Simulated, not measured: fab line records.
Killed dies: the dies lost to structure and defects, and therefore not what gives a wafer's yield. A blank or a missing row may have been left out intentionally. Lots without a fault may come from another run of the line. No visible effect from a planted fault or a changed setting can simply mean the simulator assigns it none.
Check for tools in common || flow ritCmos || 14 lots, 42 wafers sampled

## REASON FOR OPENING
At RIT_GATE_THK_MEAS_09 the reading GATE_POLY_THK is flagged on 2 of 14 lots. Fault-free wafers read 249.3 nm, with a standard deviation of 2.4.
Rule: a lot is flagged in two cases, either no wafer of it has a number, or all its wafers with numbers fall more than 4 standard deviations from that mean. All remaining lots are regarded as sound.

{"lot": "L685", "measured": "day 2 17:34", "on": "filmMetro-01", "GATE_POLY_THK (nm), wafer by wafer": "250.7 250.0 249.9", "flag": ""}
{"lot": "L686", "measured": "day 2 19:59", "on": "filmMetro-01", "GATE_POLY_THK (nm), wafer by wafer": "252.0 252.2 251.1", "flag": ""}
{"lot": "L687", "measured": "day 3 01:47", "on": "filmMetro-03", "GATE_POLY_THK (nm), wafer by wafer": "253.0 252.4 252.6", "flag": ""}
{"lot": "L689", "measured": "day 3 10:59", "on": "filmMetro-04", "GATE_POLY_THK (nm), wafer by wafer": "250.7 250.2 250.5", "flag": ""}
{"lot": "L690", "measured": "day 3 18:01", "on": "filmMetro-01", "GATE_POLY_THK (nm), wafer by wafer": "249.1 250.9 250.9", "flag": ""}
{"lot": "L693", "measured": "day 4 10:16", "on": "filmMetro-04", "GATE_POLY_THK (nm), wafer by wafer": "250.3 252.6 248.6", "flag": ""}
{"lot": "L694", "measured": "day 4 15:34", "on": "filmMetro-04", "GATE_POLY_THK (nm), wafer by wafer": "247.6 246.4 245.9", "flag": ""}
{"lot": "L695", "measured": "day 4 18:38", "on": "filmMetro-04", "GATE_POLY_THK (nm), wafer by wafer": "249.1 248.0 251.1", "flag": ""}
{"lot": "L701", "measured": "day 5 21:05", "on": "filmMetro-04", "GATE_POLY_THK (nm), wafer by wafer": "248.6 248.6 249.8", "flag": ""}
{"lot": "L704", "measured": "day 6 11:36", "on": "filmMetro-01", "GATE_POLY_THK (nm), wafer by wafer": "122.4 119.7 123.0", "flag": "FLAGGED"}
{"lot": "L705", "measured": "day 6 16:32", "on": "filmMetro-01", "GATE_POLY_THK (nm), wafer by wafer": "121.1 125.0 122.2", "flag": "FLAGGED"}
{"lot": "L706", "measured": "day 6 21:34", "on": "filmMetro-01", "GATE_POLY_THK (nm), wafer by wafer": "248.8 249.7 249.8", "flag": ""}
{"lot": "L707", "measured": "day 7 05:31", "on": "filmMetro-04", "GATE_POLY_THK (nm), wafer by wafer": "253.3 253.0 253.6", "flag": ""}
{"lot": "L708", "measured": "day 7 08:15", "on": "filmMetro-01", "GATE_POLY_THK (nm), wafer by wafer": "253.7 252.6 253.2", "flag": ""}
The mean of the flagged lots' numbers is 122.2 nm, -127.1 nm from the usual (-53 standard deviations).

## EACH LOT AND THE TOOL IT RAN ON
The record keeps 1 process step preceding the reading, out of 202 steps on the route. Each cell gives the tool, then ch followed by the chambers the sampled wafers passed through, then the start.
{"lot": "L685", "flag": "", "RIT_GATE_CVD_08": "lpcvd-01 ch 0, day 2 15:56"}
{"lot": "L686", "flag": "", "RIT_GATE_CVD_08": "lpcvd-02 ch 0, day 2 18:22"}
{"lot": "L687", "flag": "", "RIT_GATE_CVD_08": "lpcvd-02 ch 0, day 3 00:10"}
{"lot": "L689", "flag": "", "RIT_GATE_CVD_08": "lpcvd-02 ch 1, day 3 09:22"}
{"lot": "L690", "flag": "", "RIT_GATE_CVD_08": "lpcvd-02 ch 0, day 3 16:23"}
{"lot": "L693", "flag": "", "RIT_GATE_CVD_08": "lpcvd-02 ch 0, day 4 08:40"}
{"lot": "L694", "flag": "", "RIT_GATE_CVD_08": "lpcvd-02 ch 1, day 4 13:58"}
{"lot": "L695", "flag": "", "RIT_GATE_CVD_08": "lpcvd-02 ch 0, day 4 16:59"}
{"lot": "L701", "flag": "", "RIT_GATE_CVD_08": "lpcvd-01 ch 0, day 5 19:28"}
{"lot": "L704", "flag": "FLAGGED", "RIT_GATE_CVD_08": "lpcvd-02 ch 0, day 6 09:58"}
{"lot": "L705", "flag": "FLAGGED", "RIT_GATE_CVD_08": "lpcvd-02 ch 0, day 6 14:55"}
{"lot": "L706", "flag": "", "RIT_GATE_CVD_08": "lpcvd-01 ch 1, day 6 19:56"}
{"lot": "L707", "flag": "", "RIT_GATE_CVD_08": "lpcvd-01 ch 1, day 7 03:53"}
{"lot": "L708", "flag": "", "RIT_GATE_CVD_08": "lpcvd-01 ch 1, day 7 06:38"}
What these steps do:
- RIT_GATE_CVD_08: deposits poly-Si from SiH4, target thk 250 nm, time 2220 s.
- RIT_GATE_THK_MEAS_09

## FLAGGED OVER TOTAL, TOOL BY TOOL (the gauges that took the reading come last)
{"step": "RIT_GATE_CVD_08", "tool": "lpcvd-01", "lots run": 5, "flagged": 0, "share of the flagged lots": "none", "sound lots run after its first flagged lot": "-"}
{"step": "RIT_GATE_CVD_08", "tool": "lpcvd-02", "lots run": 9, "flagged": 2, "share of the flagged lots": "all", "sound lots run after its first flagged lot": 0}
{"step": "RIT_GATE_THK_MEAS_09", "tool": "filmMetro-01", "lots run": 7, "flagged": 2, "share of the flagged lots": "all", "sound lots run after its first flagged lot": "2 (L706,L708)"}
{"step": "RIT_GATE_THK_MEAS_09", "tool": "filmMetro-03", "lots run": 1, "flagged": 0, "share of the flagged lots": "none", "sound lots run after its first flagged lot": "-"}
{"step": "RIT_GATE_THK_MEAS_09", "tool": "filmMetro-04", "lots run": 6, "flagged": 0, "share of the flagged lots": "none", "sound lots run after its first flagged lot": "-"}

## WHAT IS ALLOWED BY THE TABLE
Every flagged lot went through 2 rows of the table: lpcvd-02 at RIT_GATE_CVD_08 and filmMetro-01 at RIT_GATE_THK_MEAS_09.
- lpcvd-02 at RIT_GATE_CVD_08: 2 of its 9 lots flagged. A fault beginning between L695 (day 4 16:59), its last sound lot, and L704 (day 6 09:58), its first flagged one, fits the data. Its own readings (sih4FlowSccm) fall more than 4 standard deviations out on all wafers of the flagged lots.
- filmMetro-01 at RIT_GATE_THK_MEAS_09: 2 of its 7 lots flagged. Sound lots followed the first flagged one (L706, L708) on it, something a lasting fault affecting the whole tool could not allow.
lpcvd-02 at RIT_GATE_CVD_08 is the single tool remaining.

## WHAT WAS PUT IN BY THE SIMULATOR
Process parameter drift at RIT_GATE_CVD_08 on lpcvd-02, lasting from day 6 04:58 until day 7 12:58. Setting sih4FlowSccm, moved by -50, from 100.
Lots struck among those shown: L704, L705. The rule above reached the same finding.
